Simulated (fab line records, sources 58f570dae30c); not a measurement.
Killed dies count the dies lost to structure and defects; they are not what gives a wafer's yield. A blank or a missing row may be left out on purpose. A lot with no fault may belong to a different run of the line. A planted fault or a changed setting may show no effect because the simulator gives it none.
Which tool is to blame? || flow berkeley_cmos170 || 42 wafers from 14 lots sampled at 7 of the route's 331 steps

WHAT THE GAUGES READ, wafer by wafer
UCB170_PLDD_CD_MEAS_06: the cd target is 1200 nm.
{"lot": "L270", "measured": "day 6 02:44", "on": "cd_sem-01", "cd_nm (nm)": "1199.4 1198.8 1198.6"}
{"lot": "L271", "measured": "day 6 13:51", "on": "cd_sem-01", "cd_nm (nm)": "1199.3 1199.5 1198.9"}
{"lot": "L272", "measured": "day 6 16:50", "on": "cd_sem-02", "cd_nm (nm)": "1200.8 1200.6 1200.0"}
{"lot": "L273", "measured": "day 6 17:01", "on": "cd_sem-02", "cd_nm (nm)": "1199.5 1200.5 1199.0"}
{"lot": "L274", "measured": "day 6 23:47", "on": "cd_sem-02", "cd_nm (nm)": "1199.9 1199.6 1199.5"}
{"lot": "L277", "measured": "day 7 05:02", "on": "cd_sem-02", "cd_nm (nm)": "1200.1 1199.1 1199.7"}
{"lot": "L279", "measured": "day 7 21:43", "on": "cd_sem-02", "cd_nm (nm)": "1199.3 1200.5 1201.3"}
{"lot": "L284", "measured": "day 8 20:32", "on": "cd_sem-02", "cd_nm (nm)": "1201.0 1201.8 1201.0"}
{"lot": "L286", "measured": "day 9 03:07", "on": "cd_sem-01", "cd_nm (nm)": "1200.9 1200.9 1199.7"}
{"lot": "L289", "measured": "day 9 22:39", "on": "cd_sem-02", "cd_nm (nm)": "1198.8 1198.2 1198.8"}
{"lot": "L288", "measured": "day 9 22:57", "on": "cd_sem-01", "cd_nm (nm)": "1199.7 1201.8 1200.4"}
{"lot": "L290", "measured": "day 9 23:06", "on": "cd_sem-02", "cd_nm (nm)": "1201.8 1200.9 1201.4"}
{"lot": "L287", "measured": "day 10 00:44", "on": "cd_sem-01", "cd_nm (nm)": "1199.5 1201.0 1199.6"}
{"lot": "L292", "measured": "day 10 06:20", "on": "cd_sem-02", "cd_nm (nm)": "1199.7 1199.0 1198.4"}

UCB170_M2_RS_MEAS_02: measurement is done with a four-point probe.
{"lot": "L270", "measured": "day 7 08:29", "on": "film_metro-01", "M2_AL_RS (ohm/sq)": "0.0322 0.0323 0.0322"}
{"lot": "L271", "measured": "day 8 17:07", "on": "film_metro-04", "M2_AL_RS (ohm/sq)": "0.0319 0.0316 0.0318"}
{"lot": "L272", "measured": "day 7 23:11", "on": "film_metro-01", "M2_AL_RS (ohm/sq)": "0.0322 0.0322 0.0321"}
{"lot": "L273", "measured": "day 7 22:58", "on": "film_metro-03", "M2_AL_RS (ohm/sq)": "0.0324 0.0324 0.0325"}
{"lot": "L274", "measured": "day 8 04:37", "on": "film_metro-01", "M2_AL_RS (ohm/sq)": "0.0277 0.0278 0.0321"}
{"lot": "L277", "measured": "day 8 09:29", "on": "film_metro-01", "M2_AL_RS (ohm/sq)": "0.0321 0.0318 0.0318"}
{"lot": "L279", "measured": "day 9 03:30", "on": "film_metro-03", "M2_AL_RS (ohm/sq)": "0.0315 0.0276 0.0322"}
{"lot": "L284", "measured": "day 10 02:57", "on": "film_metro-03", "M2_AL_RS (ohm/sq)": "0.0314 0.0316 0.0321"}
{"lot": "L286", "measured": "day 10 10:46", "on": "film_metro-04", "M2_AL_RS (ohm/sq)": "0.0320 0.0318 0.0320"}
{"lot": "L289", "measured": "day 11 04:35", "on": "film_metro-01", "M2_AL_RS (ohm/sq)": "0.0320 0.0323 0.0322"}
{"lot": "L288", "measured": "day 11 05:10", "on": "film_metro-04", "M2_AL_RS (ohm/sq)": "0.0320 0.0319 0.0319"}
{"lot": "L290", "measured": "day 11 04:18", "on": "film_metro-04", "M2_AL_RS (ohm/sq)": "0.0321 0.0321 0.0317"}
{"lot": "L287", "measured": "day 11 04:54", "on": "film_metro-03", "M2_AL_RS (ohm/sq)": "0.0318 0.0315 0.0320"}
{"lot": "L292", "measured": "day 11 11:24", "on": "film_metro-04", "M2_AL_RS (ohm/sq)": "0.0323 0.0318 0.0317"}

UCB170_M2_THK_MEAS_03: measures by xrf.
{"lot": "L270", "measured": "day 7 08:35", "on": "film_metro-01", "M2_AL_THK (nm)": "910 914 911"}
{"lot": "L271", "measured": "day 8 17:14", "on": "film_metro-04", "M2_AL_THK (nm)": "923 925 920"}
{"lot": "L272", "measured": "day 7 23:19", "on": "film_metro-01", "M2_AL_THK (nm)": "915 915 916"}
{"lot": "L273", "measured": "day 7 23:05", "on": "film_metro-03", "M2_AL_THK (nm)": "906 904 903"}
{"lot": "L274", "measured": "day 8 04:44", "on": "film_metro-01", "M2_AL_THK (nm)": "1062 1060 921"}
{"lot": "L277", "measured": "day 8 09:35", "on": "film_metro-01", "M2_AL_THK (nm)": "916 924 922"}
{"lot": "L279", "measured": "day 9 03:37", "on": "film_metro-03", "M2_AL_THK (nm)": "939 1062 916"}
{"lot": "L284", "measured": "day 10 03:03", "on": "film_metro-03", "M2_AL_THK (nm)": "931 924 914"}
{"lot": "L286", "measured": "day 10 10:52", "on": "film_metro-04", "M2_AL_THK (nm)": "916 922 918"}
{"lot": "L289", "measured": "day 11 04:42", "on": "film_metro-01", "M2_AL_THK (nm)": "915 909 916"}
{"lot": "L288", "measured": "day 11 05:16", "on": "film_metro-04", "M2_AL_THK (nm)": "912 911 905"}
{"lot": "L290", "measured": "day 11 04:25", "on": "film_metro-04", "M2_AL_THK (nm)": "907 914 919"}
{"lot": "L287", "measured": "day 11 05:01", "on": "film_metro-03", "M2_AL_THK (nm)": "927 939 921"}
{"lot": "L292", "measured": "day 11 11:31", "on": "film_metro-04", "M2_AL_THK (nm)": "906 913 919"}

UCB170_M2_OVL_MEAS_16.
{"lot": "L270", "measured": "day 7 12:53", "on": "overlay-01", "M2_OVL (nm)": "2 9 5"}
{"lot": "L271", "measured": "day 8 19:32", "on": "overlay-02", "M2_OVL (nm)": "3 4 6"}
{"lot": "L272", "measured": "day 8 02:10", "on": "overlay-02", "M2_OVL (nm)": "4 3 -1"}
{"lot": "L273", "measured": "day 8 01:10", "on": "overlay-02", "M2_OVL (nm)": "2 -10 -16"}
{"lot": "L274", "measured": "day 8 07:18", "on": "overlay-02", "M2_OVL (nm)": "7 4 6"}
{"lot": "L277", "measured": "day 8 11:55", "on": "overlay-01", "M2_OVL (nm)": "-5 -4 -7"}
{"lot": "L279", "measured": "day 9 05:55", "on": "overlay-01", "M2_OVL (nm)": "3 8 -2"}
{"lot": "L284", "measured": "day 10 05:07", "on": "overlay-01", "M2_OVL (nm)": "4 5 3"}
{"lot": "L286", "measured": "day 10 13:13", "on": "overlay-01", "M2_OVL (nm)": "6 6 9"}
{"lot": "L289", "measured": "day 11 06:48", "on": "overlay-01", "M2_OVL (nm)": "6 2 3"}
{"lot": "L288", "measured": "day 11 07:38", "on": "overlay-02", "M2_OVL (nm)": "-1 -3 -4"}
{"lot": "L290", "measured": "day 11 06:22", "on": "overlay-02", "M2_OVL (nm)": "12 2 8"}
{"lot": "L287", "measured": "day 11 07:06", "on": "overlay-01", "M2_OVL (nm)": "0 -2 -4"}
{"lot": "L292", "measured": "day 11 13:59", "on": "overlay-02", "M2_OVL (nm)": "3 -4 3"}

UCB170_V2_CD_MEAS_12: the cd target is 700 nm.
{"lot": "L270", "measured": "day 7 15:43", "on": "cd_sem-02", "cd_nm (nm)": "699.5 699.3 699.3"}
{"lot": "L271", "measured": "day 8 21:58", "on": "cd_sem-01", "cd_nm (nm)": "700.5 699.6 700.6"}
{"lot": "L272", "measured": "day 8 04:49", "on": "cd_sem-02", "cd_nm (nm)": "699.2 700.6 699.7"}
{"lot": "L273", "measured": "day 8 04:32", "on": "cd_sem-02", "cd_nm (nm)": "700.0 700.8 700.1"}
{"lot": "L274", "measured": "day 8 09:31", "on": "cd_sem-02", "cd_nm (nm)": "698.6 701.4 699.0"}
{"lot": "L277", "measured": "day 8 14:17", "on": "cd_sem-02", "cd_nm (nm)": "698.3 698.6 698.6"}
{"lot": "L279", "measured": "day 9 08:30", "on": "cd_sem-01", "cd_nm (nm)": "701.1 702.1 700.2"}
{"lot": "L284", "measured": "day 10 07:54", "on": "cd_sem-02", "cd_nm (nm)": "702.2 701.5 704.1"}
{"lot": "L286", "measured": "day 10 16:00", "on": "cd_sem-02", "cd_nm (nm)": "697.6 696.4 699.7"}
{"lot": "L289", "measured": "day 11 09:42", "on": "cd_sem-01", "cd_nm (nm)": "697.8 697.9 697.5"}
{"lot": "L288", "measured": "day 11 10:55", "on": "cd_sem-02", "cd_nm (nm)": "700.4 702.1 700.3"}
{"lot": "L290", "measured": "day 11 08:53", "on": "cd_sem-02", "cd_nm (nm)": "698.4 699.1 698.0"}
{"lot": "L287", "measured": "day 11 10:22", "on": "cd_sem-01", "cd_nm (nm)": "699.1 699.6 699.4"}
{"lot": "L292", "measured": "day 11 16:22", "on": "cd_sem-01", "cd_nm (nm)": "700.4 701.4 701.2"}

WHICH TOOL RAN EACH LOT (tool, then ch and the chambers of the sampled wafers, then the start)
{"lot": "L270", "UCB170_M2_SPUTTER_01": "pvd_sputter-04, day 7 08:22", "UCB170_M2_METAL_ETCH_18": "rie_metal-03 ch 0,1, day 7 13:00"}
{"lot": "L271", "UCB170_M2_SPUTTER_01": "pvd_sputter-03, day 8 17:01", "UCB170_M2_METAL_ETCH_18": "rie_metal-03 ch 0,1, day 8 19:37"}
{"lot": "L272", "UCB170_M2_SPUTTER_01": "pvd_sputter-04, day 7 23:06", "UCB170_M2_METAL_ETCH_18": "rie_metal-04 ch 0,1, day 8 02:14"}
{"lot": "L273", "UCB170_M2_SPUTTER_01": "pvd_sputter-02, day 7 22:53", "UCB170_M2_METAL_ETCH_18": "rie_metal-03 ch 0,1, day 8 01:14"}
{"lot": "L274", "UCB170_M2_SPUTTER_01": "pvd_sputter-04, day 8 04:31", "UCB170_M2_METAL_ETCH_18": "rie_metal-03 ch 0,1, day 8 07:22"}
{"lot": "L277", "UCB170_M2_SPUTTER_01": "pvd_sputter-02, day 8 09:22", "UCB170_M2_METAL_ETCH_18": "rie_metal-01 ch 0,1, day 8 12:00"}
{"lot": "L279", "UCB170_M2_SPUTTER_01": "pvd_sputter-04, day 9 03:24", "UCB170_M2_METAL_ETCH_18": "rie_metal-04 ch 0,1, day 9 05:59"}
{"lot": "L284", "UCB170_M2_SPUTTER_01": "pvd_sputter-03, day 10 02:50", "UCB170_M2_METAL_ETCH_18": "rie_metal-01 ch 0,1, day 10 05:14"}
{"lot": "L286", "UCB170_M2_SPUTTER_01": "pvd_sputter-02, day 10 10:40", "UCB170_M2_METAL_ETCH_18": "rie_metal-01 ch 0,1, day 10 13:17"}
{"lot": "L289", "UCB170_M2_SPUTTER_01": "pvd_sputter-02, day 11 04:29", "UCB170_M2_METAL_ETCH_18": "rie_metal-01 ch 0,1, day 11 06:52"}
{"lot": "L288", "UCB170_M2_SPUTTER_01": "pvd_sputter-02, day 11 05:04", "UCB170_M2_METAL_ETCH_18": "rie_metal-03 ch 1, day 11 07:42"}
{"lot": "L290", "UCB170_M2_SPUTTER_01": "pvd_sputter-03, day 11 04:13", "UCB170_M2_METAL_ETCH_18": "rie_metal-03 ch 0,1, day 11 06:27"}
{"lot": "L287", "UCB170_M2_SPUTTER_01": "pvd_sputter-03, day 11 04:49", "UCB170_M2_METAL_ETCH_18": "rie_metal-04 ch 1, day 11 07:11"}
{"lot": "L292", "UCB170_M2_SPUTTER_01": "pvd_sputter-03, day 11 11:19", "UCB170_M2_METAL_ETCH_18": "rie_metal-04 ch 1, day 11 14:04"}
- UCB170_M2_SPUTTER_01: material Al, target thk 900 nm, time 120 s.
- UCB170_M2_METAL_ETCH_18: etches Al in Cl2/BCl3, stops on SiO2, target depth 1170 nm, time 201.3 s.

WHAT THE TOOLS THEMSELVES READ (means of the sampled wafers that have a number; where no wafer has one, the mark that the record gives instead)
UCB170_M2_SPUTTER_01.
{"lot": "L270", "tool": "pvd_sputter-04", "throttle_valve_pct (%)": 30.0}
{"lot": "L271", "tool": "pvd_sputter-03", "throttle_valve_pct (%)": 29.7}
{"lot": "L272", "tool": "pvd_sputter-04", "throttle_valve_pct (%)": 30.3}
{"lot": "L273", "tool": "pvd_sputter-02", "throttle_valve_pct (%)": 30.1}
{"lot": "L274", "tool": "pvd_sputter-04", "throttle_valve_pct (%)": 29.6}
{"lot": "L277", "tool": "pvd_sputter-02", "throttle_valve_pct (%)": 30.5}
{"lot": "L279", "tool": "pvd_sputter-04", "throttle_valve_pct (%)": 29.1}
{"lot": "L284", "tool": "pvd_sputter-03", "throttle_valve_pct (%)": 29.9}
{"lot": "L286", "tool": "pvd_sputter-02", "throttle_valve_pct (%)": 30.6}
{"lot": "L289", "tool": "pvd_sputter-02", "throttle_valve_pct (%)": 30.1}
{"lot": "L288", "tool": "pvd_sputter-02", "throttle_valve_pct (%)": 29.9}
{"lot": "L290", "tool": "pvd_sputter-03", "throttle_valve_pct (%)": 29.7}
{"lot": "L287", "tool": "pvd_sputter-03", "throttle_valve_pct (%)": 29.9}
{"lot": "L292", "tool": "pvd_sputter-03", "throttle_valve_pct (%)": 30.4}

UCB170_M2_METAL_ETCH_18.
{"lot": "L270", "tool": "rie_metal-03", "drypump_motor_current_A (A)": 5.6, "oes_product_au (a.u.)": 0.846, "throttle_valve_pct (%)": 24.14}
{"lot": "L271", "tool": "rie_metal-03", "drypump_motor_current_A (A)": 5.5, "oes_product_au (a.u.)": 0.855, "throttle_valve_pct (%)": 24.12}
{"lot": "L272", "tool": "rie_metal-04", "drypump_motor_current_A (A)": 6.0, "oes_product_au (a.u.)": 0.855, "throttle_valve_pct (%)": 24.49}
{"lot": "L273", "tool": "rie_metal-03", "drypump_motor_current_A (A)": 5.9, "oes_product_au (a.u.)": 0.849, "throttle_valve_pct (%)": 24.21}
{"lot": "L274", "tool": "rie_metal-03", "drypump_motor_current_A (A)": 5.6, "oes_product_au (a.u.)": 0.899, "throttle_valve_pct (%)": 24.10}
{"lot": "L277", "tool": "rie_metal-01", "drypump_motor_current_A (A)": 6.1, "oes_product_au (a.u.)": 0.846, "throttle_valve_pct (%)": 24.52}
{"lot": "L279", "tool": "rie_metal-04", "drypump_motor_current_A (A)": 5.6, "oes_product_au (a.u.)": 0.878, "throttle_valve_pct (%)": 24.54}
{"lot": "L284", "tool": "rie_metal-01", "drypump_motor_current_A (A)": 6.1, "oes_product_au (a.u.)": 0.852, "throttle_valve_pct (%)": 24.51}
{"lot": "L286", "tool": "rie_metal-01", "drypump_motor_current_A (A)": 6.1, "oes_product_au (a.u.)": 0.847, "throttle_valve_pct (%)": 24.52}
{"lot": "L289", "tool": "rie_metal-01", "drypump_motor_current_A (A)": 6.1, "oes_product_au (a.u.)": 0.843, "throttle_valve_pct (%)": 24.52}
{"lot": "L288", "tool": "rie_metal-03", "drypump_motor_current_A (A)": 5.3, "oes_product_au (a.u.)": 0.847, "throttle_valve_pct (%)": 24.05}
{"lot": "L290", "tool": "rie_metal-03", "drypump_motor_current_A (A)": 5.5, "oes_product_au (a.u.)": 0.854, "throttle_valve_pct (%)": 24.13}
{"lot": "L287", "tool": "rie_metal-04", "drypump_motor_current_A (A)": 5.3, "oes_product_au (a.u.)": 0.842, "throttle_valve_pct (%)": 24.61}
{"lot": "L292", "tool": "rie_metal-04", "drypump_motor_current_A (A)": 5.3, "oes_product_au (a.u.)": 0.838, "throttle_valve_pct (%)": 24.60}

THE ANSWER, worked out from the rows above alone
Rule: the lots themselves supply what counts as usual. Put in order of their means at a reading, lots are off if they are a third of the lots or fewer, leave a main group of 4 or more, and stand apart from it by a gap of 3 or more times the standard deviation of the main group's means; of several such gaps the widest counts. A main group is skipped when, at the precision printed for the reading in the tables above, its means are all equal. A lot without any number at a reading at which 4 lots or more have one is off too. Any other lot the step has rows for is counted as sound. Order of review: gauges by route order, followed by the tools' own readings, for which a lot's mean as printed above is used. The first step at which some lot is off is used, and at that step the reading that is off furthest; a lot without a number counts as furthest.
Off: L274, L279, at UCB170_M2_RS_MEAS_02 (M2_AL_RS). The main group: mean 0.0320 ohm/sq, standard deviation 0.00021.
If a tool, at a process step before that reading, ran all the lots that are off and no sound lot after the first of them, it fits. The gauges at UCB170_M2_RS_MEAS_02 aren't tried: what is off there is off at UCB170_M2_METAL_ETCH_18 too, on other tools, and a gauge's error can't cause that. One fits: UCB170_M2_SPUTTER_01 on pvd_sputter-04. Its last sound lot is L272 (day 7 23:06), its first lot that is off L274 (day 8 04:31): a fault that began between those two fits.

WHAT WAS PUT IN BY THE SIMULATOR
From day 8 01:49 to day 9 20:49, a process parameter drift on pvd_sputter-04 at UCB170_M2_SPUTTER_01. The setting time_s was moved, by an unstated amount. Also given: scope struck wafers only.
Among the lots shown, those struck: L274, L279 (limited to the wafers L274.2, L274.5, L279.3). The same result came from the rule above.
